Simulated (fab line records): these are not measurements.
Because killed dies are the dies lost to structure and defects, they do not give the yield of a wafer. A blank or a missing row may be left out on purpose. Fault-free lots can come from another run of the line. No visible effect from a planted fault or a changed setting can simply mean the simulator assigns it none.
fab line records + flow ritCmos
record
- lots=14
- wafers=42
- lastDay=7
route steps=202 shown NLDD@111 M1@202
lots that met no fault: taken from a fault-free run of the same line
startH: hours from the record's first day to the start of the lot's first wafer shown + waitH: time in hours since the lot's previous step + " identical to the entry in the row above + L1.1+2: one row covering several wafers at once + - no value, or no start was given + * or withheld: withheld + < > ~ a bound
route shown NAME@n: a module of which the file shows steps, and the number in the route of the first + usual: mean/standard deviation taken from wafers without a fault + same: alike in all rows + chamber/n: place in a boat + sites: the reading at each site + _std_site: how widely they spread, as a standard deviation + _edge_site: outer sites' mean less inner sites' + radiusMm: how far each site lies from the wafer's centre + mask NAME#n: copy n + behind: the tool/chamber that last shaped the wafer + hold: why the lot went on hold/how many hours it stayed there/how the hold came to an end + device: names the non-switching transistor (n, p or np) + end of line: the route-end tests of the same wafers + step lacking rows: just its recipe + killed: dies that structure and defects cost at the first sort, which is not the same as the wafer's yield + map: the dies of a wafer, with x for killed, . for not killed, _ for no die there
set.NAME: the setting the step ran with; set.NAME@STEP: the setting that earlier step ran with + model.NAME: the simulator's own value behind a step, which no gauge read
the route's steps for a sample of lots (tables are steps, rows are wafers)
services: when a tool's chamber went out of use (startH, in hours from the record's first day, below 0 if earlier), for how many hours, and the reason
## steps
# step RIT_NLDD_IMPLANT_08
# recipe
- species=P
- energyKev=20
- doseCm2=5e+14
- tiltDeg=7
# usual
- beamEnergyKeV=19.999/0.0062
- beamOnS=10.01/0.2
- doseIonsCm2=5e+14/5.8e+11
- faradayCurrentUA=1571/32
| lot.wafer | tool         | chamber | startH | waitH | beamEnergyKeV | beamOnS | doseIonsCm2 | faradayCurrentUA |
|-----------|--------------|---------|--------|-------|---------------|---------|-------------|------------------|
| L269.1    | implanter-02 | 0       | 46.73  | 0.1   | 20.007        | 9.64    | 5e+14       | 1624             |
| L269.2    | "            | 0       | "      | "     | 20.001        | 9.88    | 4.994e+14   | 1600             |
| L269.4    | "            | 0       | "      | "     | 20.001        | 9.61    | 4.999e+14   | 1631             |
| L270.1    | implanter-01 | 0       | 52.25  | 0.1   | 19.998        | 9.87    | 4.998e+14   | 1590             |
| L270.4    | "            | 0       | "      | "     | 20.003        | 9.93    | 4.99e+14    | 1577             |
| L270.6    | "            | 0       | "      | "     | 19.992        | 9.96    | 5.001e+14   | 1574             |
| L271.2    | implanter-01 | 0       | 56.12  | 0.1   | 19.991        | 9.60    | 5.007e+14   | 1634             |
| L271.3    | "            | 0       | "      | "     | 20.003        | 10.18   | 5.005e+14   | 1539             |
| L271.5    | "            | 0       | "      | "     | 19.996        | 10.28   | 5.001e+14   | 1522             |
| L272.1    | implanter-04 | 0       | 58.52  | 0.1   | 19.994        | 10.16   | 4.988e+14   | 1555             |
| L272.3    | "            | 0       | "      | "     | 19.995        | 9.75    | 4.996e+14   | 1608             |
| L272.6    | "            | 0       | "      | "     | 20.002        | 10.13   | 4.993e+14   | 1552             |
| L273.2    | implanter-04 | 0       | 66.53  | 0.1   | 20.007        | 10.28   | 5.007e+14   | 1534             |
| L273.5    | "            | 0       | "      | "     | 20.000        | 9.96    | 4.999e+14   | 1585             |
| L273.6    | "            | 0       | "      | "     | 19.992        | 9.79    | 5.001e+14   | 1608             |
| L274.1    | implanter-02 | 0       | 70.83  | 0.1   | 20.000        | 9.97    | 5.004e+14   | 1577             |
| L274.2    | "            | 0       | "      | "     | 19.998        | 9.92    | 5.002e+14   | 1587             |
| L274.4    | "            | 0       | "      | "     | 19.996        | 9.89    | 5.001e+14   | 1593             |
| L275.4    | implanter-02 | 0       | 73.84  | 0.1   | 19.998        | 10.05   | 4.997e+14   | 1564             |
| L275.5    | "            | 0       | "      | "     | 19.999        | 9.98    | 4.997e+14   | 1582             |
| L275.6    | "            | 0       | "      | "     | 19.991        | 9.89    | 4.999e+14   | 1585             |
| L279.1    | implanter-04 | 0       | 95.82  | 0.1   | 20.006        | 10.17   | 4.995e+14   | 1547             |
| L279.2    | "            | 0       | "      | "     | 20.005        | 10.05   | 4.999e+14   | 1569             |
| L279.4    | "            | 0       | "      | "     | 20.019        | 9.83    | 5.002e+14   | 1604             |
| L280.3    | implanter-01 | 0       | 97.51  | 0.1   | 20.006        | 9.82    | 5.005e+14   | 1598             |
| L280.4    | "            | 0       | "      | "     | 20.005        | 10.15   | 4.988e+14   | 1552             |
| L280.5    | "            | 0       | "      | "     | 20.005        | 9.71    | 5.005e+14   | 1617             |
| L281.2    | implanter-04 | 0       | 107.24 | 0.1   | 20.011        | 9.84    | 4.996e+14   | 1608             |
| L281.3    | "            | 0       | "      | "     | 19.996        | 9.85    | 5.004e+14   | 1596             |
| L281.4    | "            | 0       | "      | "     | 19.990        | 10.10   | 5.001e+14   | 1568             |
| L283.1    | implanter-04 | 0       | 115.82 | 0.1   | 19.987        | 14.07   | 4.999e+14   | 1121             |
| L283.3    | "            | 0       | "      | "     | 19.988        | 14.41   | 4.997e+14   | 1092             |
| L283.6    | "            | 0       | "      | "     | 19.996        | 14.46   | 5e+14       | 1092             |
| L285.3    | implanter-02 | 0       | 125.88 | 0.1   | 20.003        | 10.11   | 4.992e+14   | 1557             |
| L285.5    | "            | 0       | "      | "     | 20.003        | 9.92    | 4.989e+14   | 1583             |
| L285.6    | "            | 0       | "      | "     | 19.996        | 10.10   | 4.991e+14   | 1559             |
| L286.1    | implanter-04 | 0       | 127.64 | 0.1   | 20.001        | 14.38   | 5.005e+14   | 1091             |
| L286.3    | "            | 0       | "      | "     | 19.998        | 14.38   | 5.009e+14   | 1091             |
| L286.6    | "            | 0       | "      | "     | 19.988        | 13.66   | 5.004e+14   | 1154             |
| L291.4    | implanter-01 | 0       | 154.99 | 0.1   | 19.997        | 10.20   | 5e+14       | 1543             |
| L291.5    | "            | 0       | "      | "     | 20.002        | 9.85    | 4.997e+14   | 1601             |
| L291.6    | "            | 0       | "      | "     | 19.986        | 9.97    | 5.001e+14   | 1579             |
# step RIT_NLDD_TW_MEAS_10
# usual
- NLDD_TW=2490/26
| lot.wafer | tool         | chamber | startH | waitH | hold                    | NLDD_TW |
|-----------|--------------|---------|--------|-------|-------------------------|---------|
| L269.1    | filmMetro-01 | -       | 47.05  | 0.1   | -                       | 2480    |
| L269.2    | "            | -       | "      | "     | -                       | 2463    |
| L269.4    | "            | -       | "      | "     | -                       | 2471    |
| L270.1    | filmMetro-01 | -       | 52.58  | 0.1   | -                       | 2457    |
| L270.4    | "            | -       | "      | "     | -                       | 2458    |
| L270.6    | "            | -       | "      | "     | -                       | 2467    |
| L271.2    | filmMetro-03 | -       | 56.43  | 0.1   | -                       | 2528    |
| L271.3    | "            | -       | "      | "     | -                       | 2512    |
| L271.5    | "            | -       | "      | "     | -                       | 2522    |
| L272.1    | filmMetro-04 | -       | 58.85  | 0.1   | -                       | 2491    |
| L272.3    | "            | -       | "      | "     | -                       | 2488    |
| L272.6    | "            | -       | "      | "     | -                       | 2494    |
| L273.2    | filmMetro-01 | -       | 66.84  | 0.1   | -                       | 2469    |
| L273.5    | "            | -       | "      | "     | -                       | 2464    |
| L273.6    | "            | -       | "      | "     | -                       | 2465    |
| L274.1    | filmMetro-03 | -       | 71.15  | 0.1   | -                       | 2532    |
| L274.2    | "            | -       | "      | "     | -                       | 2533    |
| L274.4    | "            | -       | "      | "     | -                       | 2518    |
| L275.4    | filmMetro-01 | -       | 74.12  | 0.1   | -                       | 2504    |
| L275.5    | "            | -       | "      | "     | -                       | 2496    |
| L275.6    | "            | -       | "      | "     | -                       | 2496    |
| L279.1    | filmMetro-01 | -       | 96.15  | 0.1   | -                       | 2469    |
| L279.2    | "            | -       | "      | "     | -                       | 2458    |
| L279.4    | "            | -       | "      | "     | -                       | 2473    |
| L280.3    | filmMetro-03 | -       | 97.80  | 0.1   | -                       | 2533    |
| L280.4    | "            | -       | "      | "     | -                       | 2537    |
| L280.5    | "            | -       | "      | "     | -                       | 2529    |
| L281.2    | filmMetro-04 | -       | 107.55 | 0.1   | -                       | 2507    |
| L281.3    | "            | -       | "      | "     | -                       | 2495    |
| L281.4    | "            | -       | "      | "     | -                       | 2499    |
| L283.1    | filmMetro-01 | -       | 116.15 | 0.1   | awaitDispo/0.2h/release | 2694    |
| L283.3    | "            | -       | "      | "     | awaitDispo/0.2h/release | 2696    |
| L283.6    | "            | -       | "      | "     | awaitDispo/0.2h/release | 2700    |
| L283.1    | filmMetro-01 | -       | 116.38 | 0.2   | -                       | 2704    |
| L283.3    | "            | -       | "      | "     | -                       | 2703    |
| L283.6    | "            | -       | "      | "     | -                       | 2704    |
| L285.3    | filmMetro-01 | -       | 126.17 | 0.1   | -                       | 2464    |
| L285.5    | "            | -       | "      | "     | -                       | 2454    |
| L285.6    | "            | -       | "      | "     | -                       | 2464    |
| L286.1    | filmMetro-01 | -       | 127.96 | 0.1   | awaitDispo/0.2h/release | 2705    |
| L286.3    | "            | -       | "      | "     | awaitDispo/0.2h/release | 2680    |
| L286.6    | "            | -       | "      | "     | awaitDispo/0.2h/release | 2696    |
| L286.1    | filmMetro-01 | -       | 128.19 | 0.2   | -                       | 2697    |
| L286.3    | "            | -       | "      | "     | -                       | 2696    |
| L286.6    | "            | -       | "      | "     | -                       | 2685    |
| L291.4    | filmMetro-03 | -       | 155.27 | 0.1   | -                       | 2493    |
| L291.5    | "            | -       | "      | "     | -                       | 2510    |
| L291.6    | "            | -       | "      | "     | -                       | 2516    |
# step RIT_SDANNEAL_RS_MEAS_07
# recipe
- thkMeasGauge=four-point-probe
# usual
- NLDD_RS=151.6/0.6
| lot.wafer | tool         | chamber | startH | waitH | hold                    | NLDD_RS[ohm/sq] |
|-----------|--------------|---------|--------|-------|-------------------------|-----------------|
| L269.1    | filmMetro-01 | -       | 55.01  | 0.1   | -                       | 150.8           |
| L269.2    | "            | -       | "      | "     | -                       | 151.2           |
| L269.4    | "            | -       | "      | "     | -                       | 150.5           |
| L270.1    | filmMetro-01 | -       | 60.66  | 0.1   | -                       | 152.5           |
| L270.4    | "            | -       | "      | "     | -                       | 152.6           |
| L270.6    | "            | -       | "      | "     | -                       | 152.3           |
| L271.2    | filmMetro-04 | -       | 65.28  | 0.1   | -                       | 152.0           |
| L271.3    | "            | -       | "      | "     | -                       | 152.2           |
| L271.5    | "            | -       | "      | "     | -                       | 152.3           |
| L272.1    | filmMetro-04 | -       | 66.97  | 0.1   | -                       | 151.2           |
| L272.3    | "            | -       | "      | "     | -                       | 151.1           |
| L272.6    | "            | -       | "      | "     | -                       | 151.0           |
| L273.2    | filmMetro-04 | -       | 74.72  | 0.1   | -                       | 151.6           |
| L273.5    | "            | -       | "      | "     | -                       | 151.1           |
| L273.6    | "            | -       | "      | "     | -                       | 151.2           |
| L274.1    | filmMetro-01 | -       | 79.23  | 0.1   | -                       | 151.3           |
| L274.2    | "            | -       | "      | "     | -                       | 151.0           |
| L274.4    | "            | -       | "      | "     | -                       | 152.0           |
| L275.4    | filmMetro-04 | -       | 82.43  | 0.1   | -                       | 151.9           |
| L275.5    | "            | -       | "      | "     | -                       | 150.9           |
| L275.6    | "            | -       | "      | "     | -                       | 152.3           |
| L279.1    | filmMetro-04 | -       | 104.25 | 0.1   | -                       | 151.4           |
| L279.2    | "            | -       | "      | "     | -                       | 151.4           |
| L279.4    | "            | -       | "      | "     | -                       | 151.9           |
| L280.3    | filmMetro-01 | -       | 106.01 | 0.1   | -                       | 151.5           |
| L280.4    | "            | -       | "      | "     | -                       | 151.8           |
| L280.5    | "            | -       | "      | "     | -                       | 151.9           |
| L281.2    | filmMetro-01 | -       | 115.32 | 0.1   | -                       | 151.7           |
| L281.3    | "            | -       | "      | "     | -                       | 151.9           |
| L281.4    | "            | -       | "      | "     | -                       | 151.7           |
| L283.1    | filmMetro-01 | -       | 133.07 | 0.1   | awaitDispo/0.2h/release | 114.3           |
| L283.3    | "            | -       | "      | "     | awaitDispo/0.2h/release | 114.2           |
| L283.6    | "            | -       | "      | "     | awaitDispo/0.2h/release | 114.2           |
| L283.1    | filmMetro-01 | -       | 133.36 | 0.3   | -                       | 113.9           |
| L283.3    | "            | -       | "      | "     | -                       | 114.2           |
| L283.6    | "            | -       | "      | "     | -                       | 114.4           |
| L285.3    | filmMetro-03 | -       | 135.09 | 0.1   | -                       | 151.2           |
| L285.5    | "            | -       | "      | "     | -                       | 151.8           |
| L285.6    | "            | -       | "      | "     | -                       | 151.3           |
| L286.1    | filmMetro-04 | -       | 139.82 | 0.1   | awaitDispo/0.2h/release | 113.5           |
| L286.3    | "            | -       | "      | "     | awaitDispo/0.2h/release | 113.7           |
| L286.6    | "            | -       | "      | "     | awaitDispo/0.2h/release | 113.5           |
| L286.1    | filmMetro-04 | -       | 140.10 | 0.3   | -                       | 113.7           |
| L286.3    | "            | -       | "      | "     | -                       | 113.6           |
| L286.6    | "            | -       | "      | "     | -                       | 113.7           |
| L291.4    | filmMetro-01 | -       | 163.33 | 0.1   | -                       | 150.8           |
| L291.5    | "            | -       | "      | "     | -                       | 151.1           |
| L291.6    | "            | -       | "      | "     | -                       | 151.1           |
# step RIT_M1_PROBE_99
# usual
- defectLimitedYield=97.3/1.2
- killedAtContacts=0.1/0.24
- killedAtFrontEnd=7/3.2
- killedDies=7/3.2
- killedOnRim=1.9/1.4
- killedOpen=3.6/2.1
- killedShort=3.5/2
- sort_bin_3_pad_short=0.1/0.18
- sort_bin_5_function=1.5/0.84
- sort_bin_6_memory=1.1/0.74
- sortNPass=257/3.2
- sortYieldPct=97.3/1.2
# same
- grossDies=264
- killed_at_M0_to_M3=0
- killed_at_M4_up=0
- killedAtBackSide=0
- killedAtOther=0
| lot.wafer | tool      | chamber | startH | waitH | defectLimitedYield[%] | killedAtContacts | killedAtFrontEnd | killedDies | killedOnRim | killedOpen | killedShort | sort_bin_3_pad_short[%] | sort_bin_5_function[%] | sort_bin_6_memory[%] | sortNPass | sortYieldPct[%] |
|-----------|-----------|---------|--------|-------|-----------------------|------------------|------------------|------------|-------------|------------|-------------|-------------------------|------------------------|----------------------|-----------|-----------------|
| L269.1    | prober-02 | -       | 61.96  | 0.1   | 96.6                  | 0                | 9                | 9          | 3           | 8          | 1           | 0                       | 3.0                    | 0.4                  | 255       | 96.6            |
| L269.2    | prober-02 | -       | 62.01  | 0.1   | 98.5                  | 0                | 4                | 4          | 1           | 1          | 3           | 0                       | 0.4                    | 1.1                  | 260       | 98.5            |
| L269.4    | prober-02 | -       | 62.11  | 0.2   | 98.1                  | 0                | 5                | 5          | 0           | 2          | 3           | 0                       | 1.9                    | 0                    | 259       | 98.1            |
| L270.1    | prober-01 | -       | 67.73  | 0.1   | 97.3                  | 0                | 7                | 7          | 2           | 3          | 4           | 0                       | 1.9                    | 0.8                  | 257       | 97.3            |
| L270.4    | prober-01 | -       | 67.88  | 0.2   | 98.1                  | 0                | 5                | 5          | 2           | 2          | 3           | 0                       | 1.5                    | 0.4                  | 259       | 98.1            |
| L270.6    | prober-01 | -       | 67.98  | 0.2   | 95.8                  | 1                | 10               | 11         | 5           | 7          | 4           | 0                       | 2.7                    | 1.5                  | 253       | 95.8            |
| L271.2    | prober-02 | -       | 72.47  | 0.1   | 97.7                  | 0                | 6                | 6          | 1           | 4          | 2           | 0                       | 1.5                    | 0.8                  | 258       | 97.7            |
| L271.3    | prober-02 | -       | 72.52  | 0.2   | 97.3                  | 0                | 7                | 7          | 2           | 4          | 3           | 0                       | 2.3                    | 0.4                  | 257       | 97.3            |
| L271.5    | prober-02 | -       | 72.62  | 0.2   | 96.2                  | 0                | 10               | 10         | 4           | 4          | 6           | 0.4                     | 2.3                    | 1.1                  | 254       | 96.2            |
| L272.1    | prober-01 | -       | 74.16  | 0.1   | 99.6                  | 0                | 1                | 1          | 0           | 1          | 0           | 0                       | 0                      | 0.4                  | 263       | 99.6            |
| L272.3    | prober-01 | -       | 74.26  | 0.2   | 98.1                  | 0                | 5                | 5          | 1           | 1          | 4           | 0.4                     | 1.1                    | 0.4                  | 259       | 98.1            |
| L272.6    | prober-01 | -       | 74.41  | 0.2   | 97.7                  | 0                | 6                | 6          | 4           | 3          | 3           | 0                       | 0.4                    | 1.9                  | 258       | 97.7            |
| L273.2    | prober-02 | -       | 81.64  | 0.1   | 98.1                  | 0                | 5                | 5          | 2           | 3          | 2           | 0.4                     | 0.4                    | 1.1                  | 259       | 98.1            |
| L273.5    | prober-02 | -       | 81.79  | 0.2   | 95.8                  | 0                | 11               | 11         | 2           | 7          | 4           | 0                       | 1.5                    | 2.7                  | 253       | 95.8            |
| L273.6    | prober-02 | -       | 81.84  | 0.2   | 95.8                  | 0                | 11               | 11         | 0           | 6          | 5           | 0.4                     | 2.3                    | 1.5                  | 253       | 95.8            |
| L274.1    | prober-01 | -       | 86.29  | 0.1   | 98.1                  | 0                | 5                | 5          | 1           | 4          | 1           | 0                       | 0.8                    | 1.1                  | 259       | 98.1            |
| L274.2    | prober-01 | -       | 86.34  | 0.1   | 97.3                  | 0                | 7                | 7          | 3           | 4          | 3           | 0                       | 2.3                    | 0.4                  | 257       | 97.3            |
| L274.4    | prober-01 | -       | 86.44  | 0.2   | 97.3                  | 0                | 7                | 7          | 2           | 4          | 3           | 0.4                     | 1.5                    | 0.8                  | 257       | 97.3            |
| L275.4    | prober-02 | -       | 89.60  | 0.2   | 99.2                  | 0                | 2                | 2          | 1           | 1          | 1           | 0                       | 0.8                    | 0                    | 262       | 99.2            |
| L275.5    | prober-02 | -       | 89.65  | 0.2   | 98.5                  | 1                | 3                | 4          | 1           | 1          | 3           | 0.4                     | 0.8                    | 0.4                  | 260       | 98.5            |
| L275.6    | prober-02 | -       | 89.70  | 0.2   | 98.1                  | 0                | 5                | 5          | 1           | 2          | 3           | 0                       | 1.1                    | 0.8                  | 259       | 98.1            |
| L279.1    | prober-02 | -       | 111.28 | 0.1   | 98.9                  | 0                | 3                | 3          | 0           | 3          | 0           | 0                       | 0.4                    | 0.8                  | 261       | 98.9            |
| L279.2    | prober-02 | -       | 111.33 | 0.1   | 94.7                  | 0                | 14               | 14         | 3           | 6          | 8           | 0                       | 2.3                    | 3.0                  | 250       | 94.7            |
| L279.4    | prober-02 | -       | 111.43 | 0.2   | 98.1                  | 0                | 5                | 5          | 1           | 3          | 2           | 0                       | 1.5                    | 0.4                  | 259       | 98.1            |
| L280.3    | prober-01 | -       | 113.04 | 0.2   | 96.6                  | 0                | 9                | 9          | 4           | 4          | 5           | 0                       | 1.9                    | 1.5                  | 255       | 96.6            |
| L280.4    | prober-01 | -       | 113.09 | 0.2   | 96.6                  | 0                | 9                | 9          | 1           | 6          | 3           | 0                       | 1.5                    | 1.9                  | 255       | 96.6            |
| L280.5    | prober-01 | -       | 113.14 | 0.2   | 98.5                  | 0                | 4                | 4          | 3           | 2          | 2           | 0                       | 1.1                    | 0.4                  | 260       | 98.5            |
| L281.2    | prober-02 | -       | 122.56 | 0.1   | 95.5                  | 0                | 12               | 12         | 3           | 7          | 5           | 0                       | 2.3                    | 2.3                  | 252       | 95.5            |
| L281.3    | prober-02 | -       | 122.61 | 0.2   | 98.9                  | 0                | 3                | 3          | 1           | 1          | 2           | 0.4                     | 0.8                    | 0                    | 261       | 98.9            |
| L281.4    | prober-02 | -       | 122.66 | 0.2   | 98.1                  | 0                | 5                | 5          | 4           | 4          | 1           | 0                       | 1.1                    | 0.8                  | 259       | 98.1            |
| L285.3    | prober-02 | -       | 142.51 | 0.2   | 96.2                  | 0                | 10               | 10         | 2           | 4          | 6           | 0.4                     | 2.3                    | 1.1                  | 254       | 96.2            |
| L285.5    | prober-02 | -       | 142.61 | 0.2   | 97.0                  | 0                | 8                | 8          | 0           | 3          | 5           | 0.4                     | 1.9                    | 0.8                  | 256       | 97.0            |
| L285.6    | prober-02 | -       | 142.66 | 0.2   | 97.0                  | 0                | 8                | 8          | 2           | 2          | 6           | 0                       | 1.5                    | 1.5                  | 256       | 97.0            |
| L291.4    | prober-02 | -       | 170.55 | 0.2   | 97.0                  | 1                | 7                | 8          | 1           | 5          | 3           | 0                       | 2.7                    | 0.4                  | 256       | 97.0            |
| L291.5    | prober-02 | -       | 170.60 | 0.2   | 98.5                  | 0                | 4                | 4          | 2           | 2          | 2           | 0                       | 1.5                    | 0                    | 260       | 98.5            |
| L291.6    | prober-02 | -       | 170.65 | 0.2   | 98.5                  | 0                | 4                | 4          | 1           | 2          | 2           | 0                       | 0.4                    | 1.1                  | 260       | 98.5            |
# killed by level:class
L269.1 GATE:geometricParticle:open=6 FOX1:geometricParticle:short=1 FOX1:geometricParticle:open=1 SILICIDE:geometricParticle:open=1
L269.2 FOX2:geometricParticle:short=1 REOX:geometricParticle:short=1 SPACER:geometricParticle:open=1 SILICIDE:geometricParticle:short=1
L269.4 GATE:geometricParticle:short=3 GATE:geometricParticle:open=1 REOX:geometricParticle:open=1
L270.1 FOX2:geometricParticle:short=2 GATE:geometricParticle:open=2 SPACER:geometricParticle:open=1 SPACER:geometricParticle:short=1 SILICIDE:geometricParticle:short=1
L270.4 SPACER:geometricParticle:short=2 FOX1:geometricParticle:short=1 FOX1:geometricParticle:open=1 SPACER:geometricParticle:open=1
L270.6 GATE:geometricParticle:open=5 REOX:geometricParticle:short=2 GATE:geometricParticle:short=1 SPACER:geometricParticle:open=1 SILICIDE:geometricParticle:short=1 CONTACT:geometricParticle:open=1
L271.2 GATE:geometricParticle:open=2 REOX:geometricParticle:open=2 FOX2:geometricParticle:short=1 GATE:geometricParticle:short=1
L271.3 FOX1:geometricParticle:open=2 GATE:geometricParticle:short=2 GATE:geometricParticle:open=2 FOX1:geometricParticle:short=1
L271.5 GATE:geometricParticle:open=4 GATE:geometricParticle:short=2 REOX:geometricParticle:short=2 SILICIDE:geometricParticle:short=2
L272.1 SPACER:geometricParticle:open=1
L272.3 REOX:geometricParticle:short=3 GATE:geometricParticle:short=1 GATE:geometricParticle:open=1
L272.6 FOX2:geometricParticle:short=1 REOX:geometricParticle:open=1 REOX:geometricParticle:short=1 SPACER:geometricParticle:open=1 SILICIDE:geometricParticle:open=1 SILICIDE:geometricParticle:short=1
L273.2 GATE:geometricParticle:open=2 FOX1:geometricParticle:open=1 GATE:geometricParticle:short=1 SPACER:geometricParticle:short=1
L273.5 GATE:geometricParticle:open=6 FOX1:geometricParticle:short=2 GATE:geometricParticle:short=1 REOX:geometricParticle:open=1 REOX:geometricParticle:short=1
L273.6 FOX1:geometricParticle:short=3 REOX:geometricParticle:open=2 SILICIDE:geometricParticle:short=2 FOX1:geometricParticle:open=1 GATE:geometricParticle:open=1 SPACER:geometricParticle:open=1 SILICIDE:geometricParticle:open=1
L274.1 GATE:geometricParticle:open=2 FOX1:geometricParticle:open=1 FOX2:geometricParticle:open=1 GATE:geometricParticle:short=1
L274.2 GATE:geometricParticle:open=4 GATE:geometricParticle:short=1 SPACER:geometricParticle:short=1 SILICIDE:geometricParticle:short=1
L274.4 GATE:geometricParticle:short=3 GATE:geometricParticle:open=2 REOX:geometricParticle:open=1 SPACER:geometricParticle:open=1
L275.4 GATE:geometricParticle:short=1 SILICIDE:geometricParticle:open=1
L275.5 SILICIDE:geometricParticle:short=3 CONTACT:geometricParticle:open=1
L275.6 GATE:geometricParticle:short=2 GATE:geometricParticle:open=1 REOX:geometricParticle:open=1 SILICIDE:geometricParticle:short=1
L279.1 SILICIDE:geometricParticle:open=2 GATE:geometricParticle:open=1
L279.2 GATE:geometricParticle:short=5 GATE:geometricParticle:open=3 SILICIDE:geometricParticle:open=2 FOX2:geometricParticle:short=1 FOX2:geometricParticle:open=1 REOX:geometricParticle:short=1 SILICIDE:geometricParticle:short=1
L279.4 SILICIDE:geometricParticle:open=3 FOX2:geometricParticle:short=1 REOX:geometricParticle:short=1
L280.3 SPACER:geometricParticle:short=4 SPACER:geometricParticle:open=2 FOX2:geometricParticle:short=1 GATE:geometricParticle:open=1 SILICIDE:geometricParticle:open=1
L280.4 SILICIDE:geometricParticle:open=3 GATE:geometricParticle:short=2 FOX1:geometricParticle:open=1 FOX2:geometricParticle:open=1 SPACER:geometricParticle:short=1 SPACER:geometricParticle:open=1
L280.5 REOX:geometricParticle:open=2 GATE:geometricParticle:short=1 SPACER:geometricParticle:short=1
L281.2 GATE:geometricParticle:short=4 GATE:geometricParticle:open=3 SPACER:geometricParticle:open=2 FOX1:geometricParticle:open=1 SPACER:geometricParticle:short=1 SILICIDE:geometricParticle:open=1
L281.3 FOX1:geometricParticle:open=1 FOX2:geometricParticle:short=1 GATE:geometricParticle:short=1
L281.4 GATE:geometricParticle:open=2 FOX1:geometricParticle:short=1 REOX:geometricParticle:open=1 SILICIDE:geometricParticle:open=1
L285.3 REOX:geometricParticle:short=3 GATE:geometricParticle:open=2 GATE:geometricParticle:short=2 FOX2:geometricParticle:short=1 REOX:geometricParticle:open=1 SPACER:geometricParticle:open=1
L285.5 GATE:geometricParticle:short=3 FOX2:geometricParticle:open=1 GATE:geometricParticle:open=1 SPACER:geometricParticle:open=1 SPACER:geometricParticle:short=1 SILICIDE:geometricParticle:short=1
L285.6 GATE:geometricParticle:short=2 FOX1:geometricParticle:short=1 FOX2:geometricParticle:short=1 GATE:geometricParticle:open=1 REOX:geometricParticle:short=1 SPACER:geometricParticle:short=1 SILICIDE:geometricParticle:open=1
L291.4 FOX2:geometricParticle:short=2 GATE:geometricParticle:open=2 FOX2:geometricParticle:open=1 CONTACT:geometricParticle:open=1 SPACER:geometricParticle:open=1 SILICIDE:geometricParticle:short=1
L291.5 FOX2:geometricParticle:open=1 FOX2:geometricParticle:short=1 GATE:geometricParticle:short=1 SPACER:geometricParticle:open=1
L291.6 GATE:geometricParticle:open=2 FOX2:geometricParticle:short=1 GATE:geometricParticle:short=1
## services
| tool         | chamber | startH | hours | kind   |
|--------------|---------|--------|-------|--------|
| implanter-02 | -       | 30.73  | 4.9   | pm     |
| implanter-02 | -       | 49.08  | 4.7   | repair |
| implanter-02 | -       | 76.74  | 31.7  | pm     |
| implanter-01 | -       | 121.60 | 10.1  | repair |
| implanter-04 | -       | 122.77 | 2.6   | repair |
## key
firstSign
- step=RIT_NLDD_IMPLANT_08
- reading=beamOnS
- direction=up
- sigmas=21
- usual=10.01
- struck=14.22
effect
- step=RIT_NLDD_IMPLANT_08
- reading=faradayCurrentUA
- direction=down
- sigmas=15
- usual=1571
- struck=1107
effect
- step=RIT_NLDD_TW_MEAS_10
- reading=visit
- direction=added
effect
- step=RIT_NLDD_TW_MEAS_10
- reading=NLDD_TW
- direction=up
- sigmas=7.9
- usual=2490
- struck=2695
effect
- step=RIT_SDANNEAL_RS_MEAS_07
- reading=NLDD_RS
- direction=down
- sigmas=62
- usual=151.6
- struck=113.9
metAt RIT_NLDD_IMPLANT_08
struckLots L283,L286
scrappedBehind RIT_SDANNEAL_RS_MEAS_07 L283.1,L283.3,L283.6,L286.1,L286.3,L286.6
onsetBetween 107.24 115.82
fault
- kind=processParameterDrift
- tool=implanter-04
- chamber=-
- onsetH=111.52
- steps=RIT_NLDD_IMPLANT_08
- channel=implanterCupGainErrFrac
- offset=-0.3
- shape=step
- endH=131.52
